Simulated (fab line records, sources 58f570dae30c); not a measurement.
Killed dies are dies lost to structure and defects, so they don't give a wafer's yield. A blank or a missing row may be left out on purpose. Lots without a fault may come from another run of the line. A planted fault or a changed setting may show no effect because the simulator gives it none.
fab line records | flow berkeley_cmos170
record lots=6 wafers=18 last_day=13
route steps=331 shown PLDD@150 NLDD@158
lots that met no fault: from a run of the same line without faults
start_h: hours from the record's first day to the start of the lot's first wafer shown | wait_h: hours since the lot's step before | " the same as in the row above | L1.1+2: a row that stands for several wafers | - no value, or no start given | * or withheld: withheld | < > ~ a bound
route shown NAME@n: a module of which the file shows steps, and the number in the route of the first | usual: mean/standard deviation of fault-free wafers | same: alike in all rows | chamber/n: place in a boat | sites: the reading at each site | _std_site: their standard deviation | _edge_site: outer sites' mean less inner sites' | radius_mm: how far each site lies from the wafer's centre | mask NAME#n: copy n | behind: the tool/chamber that last shaped the wafer | hold: why the lot was held/for how many hours/how that ended | device: the transistor (n, p or np) that didn't switch | end of line: the same wafers' tests at the end of the route | a step without rows: its recipe alone | killed: dies lost to structure and defects at the first sort, not the wafer's yield | map: a wafer's dies, x killed, . not, _ none there
set.NAME: the setting as run; set.NAME@STEP: as run at that earlier step | model.NAME: the simulator's own value behind a step, which no gauge read
lots at some steps of the route; a table a step, a row a wafer
services: from which hour (start_h, from the record's first day; less than 0 if before it) a tool's chamber was out of use, for how many hours, and why
## steps
# step UCB170_PLDD_DEVELOP_05
# recipe developer=TMAH develop_time_s=45 resist=KrF dev_temp_c=21
# step UCB170_PLDD_CD_MEAS_06
# recipe target_cd_nm=1200
# usual cd_nm=1199.8/1.1
# columns lot.wafer tool chamber start_h wait_h cd_nm
L757.1 cd_sem-02 - 169.47 - 1200.6
L757.2 " - " " 1199.8
L757.5 " - " " 1198.8
L760.4 cd_sem-02 - 177.51 - 1201.3
L760.5 " - " " 1202.5
L760.6 " - " " 1202.4
L759.3 cd_sem-01 - 177.58 - 1199.4
L759.4 " - " " 1198.9
L759.5 " - " " 1198.9
L766.1 cd_sem-02 - 216.22 - 1199.9
L766.2 " - " " 1199.7
L766.6 " - " " 1200.0
L773.4 cd_sem-02 - 255.24 - 1199.2
L773.5 " - " " 1199.3
L773.6 " - " " 1199.2
L775.1 cd_sem-02 - 268.67 - 1199.3
L775.2 " - " " 1199.9
L775.3 " - " " 1199.3
# step UCB170_PLDD_OVL_MEAS_07
# usual PLDD_OVL=1/5.9
# columns lot.wafer tool chamber start_h wait_h PLDD_OVL[nm]
L757.1 overlay-02 - 169.59 0.1 -1
L757.2 " - " " -1
L757.5 " - " " -13
L760.4 overlay-02 - 177.59 0.1 12
L760.5 " - " " 8
L760.6 " - " " 11
L759.3 overlay-02 - 177.67 0.1 -9
L759.4 " - " " -6
L759.5 " - " " -9
L766.1 overlay-01 - 216.34 0.1 -6
L766.2 " - " " -4
L766.6 " - " " -4
L773.4 overlay-01 - 255.32 0.1 6
L773.5 " - " " 6
L773.6 " - " " 5
L775.1 overlay-01 - 268.79 0.1 -4
L775.2 " - " " -4
L775.3 " - " " -9
# step UCB170_PLDD_IMPLANT_08
# recipe species=BF2 dose_cm2=5e+13 energy_kev=10 tilt_deg=7 rotation_deg=0
# step UCB170_PLDD_IMPLANT_09
# recipe species=BF2 dose_cm2=5e+13 energy_kev=10 tilt_deg=7 rotation_deg=180
# step UCB170_PLDD_STRIP_10
# recipe chemistry=O2 power_w=400 pressure_mtorr=3500 platen_temp_c=withheld o2_flow_sccm=400 overash_fraction=0.5
# usual drypump_motor_current_A=5.7/0.37 o2_flow_sccm=400.1/1.1 oes_product_au=0.734/0.0046 strip_time_to_endpoint_s=21.64/0.051
# columns lot.wafer tool chamber start_h wait_h drypump_motor_current_A o2_flow_sccm oes_product_au rf_hours_counter_h strip_time_to_endpoint_s
L757.1 plasma_asher-01 1 169.93 0.1 5.1 400.3 0.739 6 21.55
L757.2 " 0 " " 5.5 400.4 0.735 6 21.52
L757.5 " 1 " " 5.1 401.0 0.736 - 21.57
L760.4 plasma_asher-02 0 177.95 0.1 5.5 400.7 0.734 - 21.71
L760.5 " 1 " " 6.2 401.5 0.728 - 21.74
L760.6 " 0 " " 5.5 401.4 0.733 - 21.72
L759.3 plasma_asher-04 1 178.03 0.1 5.6 398.0 0.731 - 21.65
L759.4 " 0 " " 6.1 400.7 0.734 - 21.65
L759.5 " 1 " " 5.6 398.3 0.737 - 21.63
L766.1 plasma_asher-02 0 216.68 0.1 5.5 399.8 0.730 43 21.61
L766.2 " 1 " " 6.2 399.7 0.732 43 21.72
L766.6 " 0 " " 5.5 399.6 0.731 - 21.60
L773.4 plasma_asher-01 0 255.67 0.1 5.5 400.9 0.738 - 21.67
L773.5 " 0 " " 5.5 400.4 0.729 - 21.66
L773.6 " 1 " " 5.1 400.3 0.738 - 21.64
L775.1 plasma_asher-04 0 269.13 0.1 6.0 401.9 0.738 55 21.64
L775.2 " 1 " " 5.6 400.7 0.731 55 21.66
L775.3 " 0 " " 6.0 402.4 0.737 - 21.62
# step UCB170_PLDD_TW_MEAS_11
# usual PLDD_TW=1007/4.9
# columns lot.wafer tool chamber start_h wait_h PLDD_TW
L757.1 film_metro-02 - 170.03 0.1 1011
L757.2 " - " " 1005
L757.5 " - " " 1007
L760.4 film_metro-03 - 178.04 0.1 1007
L760.5 " - " " 1005
L760.6 " - " " 1007
L759.3 film_metro-02 - 178.12 0.1 1012
L759.4 " - " " 1008
L759.5 " - " " 1010
L766.1 film_metro-03 - 216.78 0.1 1009
L766.2 " - " " 1009
L766.6 " - " " 1016
L773.4 film_metro-01 - 255.77 0.1 997
L773.5 " - " " 1001
L773.6 " - " " 1005
L775.1 film_metro-02 - 269.23 0.1 1017
L775.2 " - " " 1013
L775.3 " - " " 1015
# step UCB170_PLDD_CLEAN_12
# recipe chemistry=SPM temp_c=120 time_s=600
# step UCB170_NLDD_HMDS_00
# recipe prime_time_s=60 prime_temp_c=100
# step UCB170_NLDD_COAT_01
# recipe resist=KrF spin_rpm=1500 resist_thk_nm=900
# step UCB170_NLDD_SOFTBAKE_02
# recipe resist=KrF temp_c=130 time_s=60
# step UCB170_NLDD_EXPOSE_03
# recipe mask_id=NSELECT na=0.5 sigma_outer=0.6 source_shape=conventional target_cd_nm=1200 dose_mj=30
# step UCB170_NLDD_PEB_04
# recipe peb_temp_c=130 peb_time_s=withheld resist=KrF
# usual chill_plate_temp_C=23.02/0.093 exhaust_pa=44.8/0.8 heater_power_total_W=56.80/0.041
# columns lot.wafer tool chamber start_h wait_h chill_plate_temp_C exhaust_pa heater_power_total_W
L757.1 litho_track-01 0 171.25 0.1 22.95 43.7 56.80
L757.2 " 0 " " 22.95 44.2 56.86
L757.5 " 0 " " 22.98 44.4 56.82
L760.4 litho_track-01 0 179.45 0.5 22.95 46.4 56.79
L760.5 " 0 " " 23.05 44.9 56.82
L760.6 " 0 " " 22.96 45.6 56.83
L759.3 litho_track-01 - 179.70 0.3 - - -
L759.4 " - " " - - -
L759.5 " - " " - - -
L766.1 litho_track-03 - 217.93 0.4 - - -
L766.2 " - " " - - -
L766.6 " - " " - - -
L773.4 litho_track-04 0 256.76 0.1 22.93 46.9 56.80
L773.5 " 0 " " 22.97 44.6 56.83
L773.6 " 0 " " 23.04 46.1 56.82
L775.1 litho_track-04 0 270.23 0.2 23.15 43.8 56.76
L775.2 " 0 " " 23.28 44.0 56.79
L775.3 " 0 " " 23.13 43.8 56.87
# step UCB170_NLDD_DEVELOP_05
# recipe developer=TMAH develop_time_s=45 resist=KrF dev_temp_c=21
## services
# columns tool chamber start_h hours kind
plasma_asher-04 - 250.73 4.9 repair
## key
first_sign step=UCB170_NLDD_PEB_04 reading=tool_record direction=missing
effect none on later readings
met_at UCB170_NLDD_PEB_04
struck_wafers L759.3,L759.4,L759.5,L766.1,L766.2,L766.6
sort_left_out L759.3,L759.4,L759.5,L766.1,L766.2,L766.6
tester_left_out L759,L766
onset_between 179.45 179.70
fault kind=skipped_step_whole tool=litho_track-01,litho_track-03 chamber=- onset_h=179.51 steps=UCB170_NLDD_PEB_04 scope=struck_lots_only
# tester_left_out: of these lots the tester's yield and bins aren't shown, on N5 and GAA mostly nor the transistor test; their killed dies are dies lost to structure and defects alone, not to doping, threshold or leakage, so they don't give the yield
# sort_left_out: the simulated sort isn't trusted on such a fault, so these wafers' sort isn't shown, and their yield isn't known
